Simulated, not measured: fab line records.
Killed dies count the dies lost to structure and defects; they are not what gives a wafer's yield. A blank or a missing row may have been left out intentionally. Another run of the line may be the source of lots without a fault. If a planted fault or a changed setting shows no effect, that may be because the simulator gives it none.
Split-lot experiment :: flow berkeleyCmos170 :: 23 wafers read across 5 lots, on a route 331 steps long

== THE SPLIT ==
At UCB170_PVT_COAT_01 (resist thk 900 nm), the setting resistThkNm was moved away from the recipe's 900 nm on 9 of the 23 wafers read, by -2.8% to +5.0%. This setting was run at the recipe's value on the other wafers.

The split's own step is where the reading is taken.

== THE READING ==
KrF_of_PVT_COAT_01.thkNm (the simulator's own value, which no gauge read), in nm, at UCB170_PVT_COAT_01 (resist thk 900 nm). No usual value for it is given in the file. Here, 14 wafers ran the recipe; their average is 901.5 nm with a standard deviation of 2.2 nm.

wafer: L074.1
tool, chamber at the split: lithoTrack-04, 0
resistThkNm as run, nm: 900
against the recipe: recipe
KrF_of_PVT_COAT_01.thkNm, nm: 903.6
against lot-mates on the recipe: -

wafer: L074.2
tool, chamber at the split: lithoTrack-04, 0
resistThkNm as run, nm: 875.2
against the recipe: -2.8%
KrF_of_PVT_COAT_01.thkNm, nm: 876.4
against lot-mates on the recipe: -27.1

wafer: L074.3
tool, chamber at the split: lithoTrack-04, 0
resistThkNm as run, nm: 900
against the recipe: recipe
KrF_of_PVT_COAT_01.thkNm, nm: 902.1
against lot-mates on the recipe: -

wafer: L074.4
tool, chamber at the split: lithoTrack-04, 0
resistThkNm as run, nm: 875.2
against the recipe: -2.8%
KrF_of_PVT_COAT_01.thkNm, nm: 876.5
against lot-mates on the recipe: -27.0

wafer: L074.5
tool, chamber at the split: lithoTrack-04, 0
resistThkNm as run, nm: 900
against the recipe: recipe
KrF_of_PVT_COAT_01.thkNm, nm: 904.9
against lot-mates on the recipe: -

wafer: L078.2
tool, chamber at the split: lithoTrack-04, 0
resistThkNm as run, nm: 900
against the recipe: recipe
KrF_of_PVT_COAT_01.thkNm, nm: 901
against lot-mates on the recipe: -

wafer: L078.3
tool, chamber at the split: lithoTrack-04, 0
resistThkNm as run, nm: 913.6
against the recipe: +1.5%
KrF_of_PVT_COAT_01.thkNm, nm: 917.9
against lot-mates on the recipe: +15.1

wafer: L078.4
tool, chamber at the split: lithoTrack-04, 0
resistThkNm as run, nm: 900
against the recipe: recipe
KrF_of_PVT_COAT_01.thkNm, nm: 903.7
against lot-mates on the recipe: -

wafer: L078.5
tool, chamber at the split: lithoTrack-04, 0
resistThkNm as run, nm: 913.6
against the recipe: +1.5%
KrF_of_PVT_COAT_01.thkNm, nm: 916.2
against lot-mates on the recipe: +13.4

wafer: L078.6
tool, chamber at the split: lithoTrack-04, 0
resistThkNm as run, nm: 900
against the recipe: recipe
KrF_of_PVT_COAT_01.thkNm, nm: 903.6
against lot-mates on the recipe: -

wafer: L082.1
tool, chamber at the split: lithoTrack-02, 0
resistThkNm as run, nm: 922.8
against the recipe: +2.5%
KrF_of_PVT_COAT_01.thkNm, nm: 922.6
against lot-mates on the recipe: +20.6

wafer: L082.2
tool, chamber at the split: lithoTrack-02, 0
resistThkNm as run, nm: 922.8
against the recipe: +2.5%
KrF_of_PVT_COAT_01.thkNm, nm: 923.5
against lot-mates on the recipe: +21.5

wafer: L082.3
tool, chamber at the split: lithoTrack-02, 0
resistThkNm as run, nm: 922.8
against the recipe: +2.5%
KrF_of_PVT_COAT_01.thkNm, nm: 923.5
against lot-mates on the recipe: +21.5

wafer: L082.5
tool, chamber at the split: lithoTrack-02, 0
resistThkNm as run, nm: 900
against the recipe: recipe
KrF_of_PVT_COAT_01.thkNm, nm: 901.2
against lot-mates on the recipe: -

wafer: L082.6
tool, chamber at the split: lithoTrack-02, 0
resistThkNm as run, nm: 900
against the recipe: recipe
KrF_of_PVT_COAT_01.thkNm, nm: 902.8
against lot-mates on the recipe: -

wafer: L083.1
tool, chamber at the split: lithoTrack-04, 0
resistThkNm as run, nm: 900
against the recipe: recipe
KrF_of_PVT_COAT_01.thkNm, nm: 897.7
against lot-mates on the recipe: -

wafer: L083.2
tool, chamber at the split: lithoTrack-04, 0
resistThkNm as run, nm: 900
against the recipe: recipe
KrF_of_PVT_COAT_01.thkNm, nm: 900.5
against lot-mates on the recipe: -

wafer: L083.4
tool, chamber at the split: lithoTrack-04, 0
resistThkNm as run, nm: 900
against the recipe: recipe
KrF_of_PVT_COAT_01.thkNm, nm: 897.2
against lot-mates on the recipe: -

wafer: L083.5
tool, chamber at the split: lithoTrack-04, 0
resistThkNm as run, nm: 945.1
against the recipe: +5.0%
KrF_of_PVT_COAT_01.thkNm, nm: 944.1
against lot-mates on the recipe: +45.6

wafer: L083.6
tool, chamber at the split: lithoTrack-04, 0
resistThkNm as run, nm: 945.1
against the recipe: +5.0%
KrF_of_PVT_COAT_01.thkNm, nm: 945.4
against lot-mates on the recipe: +46.9

wafer: L084.2
tool, chamber at the split: lithoTrack-04, 0
resistThkNm as run, nm: 900
against the recipe: recipe
KrF_of_PVT_COAT_01.thkNm, nm: 901.3
against lot-mates on the recipe: -

wafer: L084.4
tool, chamber at the split: lithoTrack-04, 0
resistThkNm as run, nm: 900
against the recipe: recipe
KrF_of_PVT_COAT_01.thkNm, nm: 901.2
against lot-mates on the recipe: -

wafer: L084.5
tool, chamber at the split: lithoTrack-04, 0
resistThkNm as run, nm: 900
against the recipe: recipe
KrF_of_PVT_COAT_01.thkNm, nm: 899.6
against lot-mates on the recipe: -

FIT RESULTS
A straight line over all 23 wafers: KrF_of_PVT_COAT_01.thkNm changes by +8.79 nm for each +1% of resistThkNm; r = +0.99; the points scatter about the line by 2 nm.
The same after taking each lot's own level away (the mean of its wafers on the recipe; 23 wafers): +9.23 nm for each +1%; r = +1.00; scatter 1.3 nm.
The reading moves by 46 nm for the largest change in resistThkNm, on that fit.
Across the lots, their own levels run from 898.47 to 903.53 nm, a range of 2.3 times the standard deviation given above.
Consequently the slope shifts little with the lot-to-lot level, the two slopes agreeing.
Check: +45.9 nm against its lot-mates is what the line predicts for one of the wafers moved furthest among these (+5.0%) when that wafer is left out of the fit. Against them it came out at +45.6 nm.

== ADDITIONAL SPLITS CARRIED BY THESE WAFERS ==
Note: prior to the reading, these wafers also went through further splits. Each is held against what the fit with the lots' levels taken away leaves over:
other split on the same wafers: UCB170_ACTIVE_CVD_05 tempC
wafers away from the commonest value: 5
r with KrF_of_PVT_COAT_01.thkNm (lot level and that fit taken away): -0.38

== THE WHOLE CHAIN: every reading that the file lists as answering this split, in the file's order ==
step: UCB170_PVT_COAT_01
what it does: resist thk 900 nm
reading: KrF_of_PVT_COAT_01.thkNm (the simulator's own value, which no gauge read)
change (the file's fit): +9.23 nm for each +1% of the setting
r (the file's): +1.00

step: UCB170_PVT_STRIP_08
what it does: strips in O2
reading: stripTimeToEndpointS
change (the file's fit): withheld for each +1% of the setting
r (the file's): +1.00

== THE FILE'S OWN FIT ==
KrF_of_PVT_COAT_01.thkNm changes by +9.23 nm for each +1% of resistThkNm, r = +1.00.
